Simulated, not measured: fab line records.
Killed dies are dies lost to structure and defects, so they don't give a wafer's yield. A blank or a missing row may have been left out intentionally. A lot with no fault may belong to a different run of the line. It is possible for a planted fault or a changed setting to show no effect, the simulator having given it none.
Which tool did it?    flow berkeley_cmos170    45 wafers from 15 lots sampled at 6 of the route's 331 steps

== WHAT THE GAUGES READ, wafer by wafer ==
UCB170_START_THK_MEAS_03.
lot   measured     on             START_OXIDE_THK (nm)
L692  day 1 17:11  film_metro-03  20.3 20.4 20.5
L696  day 2 12:04  film_metro-03  19.6 19.6 19.7
L698  day 2 23:50  film_metro-03  20.3 20.0 20.0
L700  day 3 06:51  film_metro-03  20.0 20.2 20.1
L701  day 3 12:08  film_metro-02  20.4 19.9 20.2
L702  day 3 15:52  film_metro-03  19.2 19.6 19.2
L703  day 3 22:38  film_metro-01  20.1 20.7 20.5
L705  day 4 05:25  film_metro-01  20.2 20.2 20.2
L704  day 4 05:26  film_metro-03  20.1 19.8 20.2
L707  day 4 19:20  film_metro-02  19.5 19.5 19.7
L708  day 5 01:01  film_metro-02  19.9 19.5 19.2
L710  day 5 11:07  film_metro-02  19.4 19.5 19.6
L713  day 5 21:13  film_metro-02  20.2 19.9 20.0
L715  day 6 08:28  film_metro-03  20.0 20.4 20.1
L714  day 6 08:29  film_metro-02  19.7 20.4 19.9

UCB170_GATE_THK_MEAS_02.
lot   measured      on             GATE_OXIDE_THK (nm)
L692  day 6 19:43   film_metro-01  6.55 6.46 6.45
L696  day 7 21:11   film_metro-03  6.42 6.43 6.42
L698  day 7 21:12   film_metro-04  6.49 6.64 6.62
L700  day 8 21:17   film_metro-03  6.45 6.48 6.38
L701  day 8 21:19   film_metro-04  6.53 6.48 6.49
L702  day 9 19:21   film_metro-04  6.52 6.54 6.50
L703  day 9 19:25   film_metro-01  6.64 6.64 6.56
L705  day 9 19:20   film_metro-03  6.58 6.64 6.58
L704  day 9 19:22   film_metro-01  6.56 6.55 6.60
L707  day 10 08:01  film_metro-01  6.55 6.79 6.63
L708  day 11 04:43  film_metro-04  6.54 6.66 6.60
L710  day 11 04:46  film_metro-04  6.63 6.50 6.62
L713  day 11 09:21  film_metro-04  6.57 6.71 6.65
L715  day 11 22:14  film_metro-04  6.51 6.52 6.65
L714  day 11 22:15  film_metro-01  6.54 6.40 6.52

UCB170_NLDD_TW_MEAS_11.
lot   measured      on             NLDD_TW
L692  day 7 15:35   film_metro-01  2197 2204 2209
L696  day 8 16:17   film_metro-01  2199 2203 2214
L698  day 8 16:49   film_metro-01  2201 2219 2214
L700  day 9 11:46   film_metro-01  2444 2445 2443
L701  day 9 11:11   film_metro-03  2169 2176 2181
L702  day 10 10:41  film_metro-02  2189 2199 2209
L703  day 10 10:35  film_metro-01  2197 2221 2212
L705  day 10 10:50  film_metro-03  2181 2174 2163
L704  day 10 10:07  film_metro-03  2413 2404 2398
L707  day 10 23:16  film_metro-01  2441 2455 2449
L708  day 11 22:47  film_metro-03  2180 2180 2170
L710  day 11 23:04  film_metro-01  2199 2216 2219
L713  day 12 01:14  film_metro-01  2196 2195 2197
L715  day 12 11:56  film_metro-03  2178 2172 2174
L714  day 12 12:14  film_metro-03  2170 2169 2170

UCB170_SDANNEAL_RS_MEAS_05: measures by four-point-probe.
lot   measured      on             NLDD_RS (ohm/sq)
L692  day 8 05:12   film_metro-02  618.0 616.9 617.3
L696  day 9 08:40   film_metro-01  614.3 613.3 613.0
L698  day 9 08:49   film_metro-03  617.9 616.0 615.7
L700  day 10 04:50  film_metro-03  464.2 465.2 463.6
L701  day 10 04:52  film_metro-02  616.9 616.4 615.5
L702  day 10 23:34  film_metro-03  614.3 615.3 617.8
L703  day 10 22:55  film_metro-03  617.7 615.9 616.1
L705  day 10 23:16  film_metro-02  613.6 615.6 618.5
L704  day 10 23:26  film_metro-01  463.1 462.9 461.7
L707  day 11 11:01  film_metro-02  465.5 465.1 466.7
L708  day 12 11:05  film_metro-02  615.4 615.3 617.3
L710  day 12 11:27  film_metro-03  618.4 616.5 615.0
L713  day 12 12:44  film_metro-01  614.8 615.9 614.7
L715  day 12 22:49  film_metro-01  614.7 614.7 614.3
L714  day 12 23:26  film_metro-01  610.3 613.5 614.3

UCB170_M3_CD_MEAS_15 targets a cd of 700 nm.
lot   measured      on         cd_nm (nm)
L692  day 9 00:04   cd_sem-02  698.6 700.6 702.0
L696  day 10 11:17  cd_sem-01  698.6 700.3 700.1
L698  day 10 12:18  cd_sem-01  700.0 700.5 700.9
L700  day 11 01:50  cd_sem-02  699.5 700.3 698.9
L701  day 11 04:44  cd_sem-01  698.9 698.9 699.2
L702  day 12 02:11  cd_sem-02  699.6 699.4 699.8
L703  day 11 23:55  cd_sem-02  702.4 701.4 702.3
L705  day 11 23:41  cd_sem-02  702.4 702.3 701.1
L704  day 12 02:06  cd_sem-01  699.6 700.1 701.1
L707  day 12 14:19  cd_sem-02  699.6 700.2 701.0
L708  day 13 12:32  cd_sem-01  700.4 701.2 700.3
L710  day 13 14:41  cd_sem-02  701.5 701.3 700.5
L713  day 13 15:36  cd_sem-02  700.2 700.3 701.5
L715  day 13 21:37  cd_sem-01  698.1 698.8 698.7
L714  day 13 23:11  cd_sem-01  700.2 698.9 699.8

== EACH LOT AND THE TOOL THAT RAN IT (in order: tool; ch and the chambers of the sampled wafers; start) ==
lot   UCB170_NLDD_IMPLANT_09
L692  implanter-03 ch 0, day 7 15:20
L696  implanter-01 ch 0, day 8 16:03
L698  implanter-03 ch 0, day 8 16:37
L700  implanter-04 ch 0, day 9 11:11
L701  implanter-01 ch 0, day 9 10:58
L702  implanter-01 ch 0, day 10 10:27
L703  implanter-04 ch 0, day 10 10:22
L705  implanter-03 ch 0, day 10 10:35
L704  implanter-03 ch 0, day 10 09:26
L707  implanter-01 ch 0, day 10 22:36
L708  implanter-01 ch 0, day 11 22:32
L710  implanter-04 ch 0, day 11 22:49
L713  implanter-03 ch 0, day 12 00:59
L715  implanter-01 ch 0, day 12 11:41
L714  implanter-03 ch 0, day 12 11:59
- UCB170_NLDD_IMPLANT_09

== WHAT THE TOOLS THEMSELVES READ (means of the sampled wafers that have a number; where no wafer has one, the mark that the record gives instead) ==
UCB170_NLDD_IMPLANT_09.
lot   tool          beam_on_s (s)  faraday_current_uA
L692  implanter-03  9.99           159
L696  implanter-01  9.79           162
L698  implanter-03  9.99           159
L700  implanter-04  10.00          159
L701  implanter-01  10.16          156
L702  implanter-01  9.96           159
L703  implanter-04  10.18          156
L705  implanter-03  9.99           159
L704  implanter-03  10.02          158
L707  implanter-01  9.88           161
L708  implanter-01  9.96           159
L710  implanter-04  10.08          158
L713  implanter-03  10.21          155
L715  implanter-01  10.09          157
L714  implanter-03  9.93           159

== THE ANSWER, worked out from the rows above alone ==
Rule: what is usual is taken from the lots themselves. The widest of any qualifying gaps counts: lots, ordered by their means at a reading, are off when they make up no more than a third of the lots, leave a main group of 4 or more, and stand apart from it by 3 or more times the standard deviation of that group's means. A main group is skipped when, at the precision printed for the reading in the tables above, its means are all equal. Also off: a lot with no number at a reading for which 4 or more lots have one. Any other lot the step has rows for is counted as sound. First the gauges in route order, then the tools' own readings, where a lot's mean is used as printed above. At the first step where some lot is off, the reading lying furthest off is the one used; lots without a number count as furthest.
Off: L700, L704, L707, at UCB170_NLDD_TW_MEAS_11 (NLDD_TW). Main group: mean 2192, sd 16.
A tool fits if, at a process step before that reading, it ran every lot that is off, and no sound lot after the first of them. Gauges at UCB170_NLDD_TW_MEAS_11: tried the same way as those tools. Not one of the candidates tried fits.

== WHAT THE SIMULATOR HAD INSERTED ==
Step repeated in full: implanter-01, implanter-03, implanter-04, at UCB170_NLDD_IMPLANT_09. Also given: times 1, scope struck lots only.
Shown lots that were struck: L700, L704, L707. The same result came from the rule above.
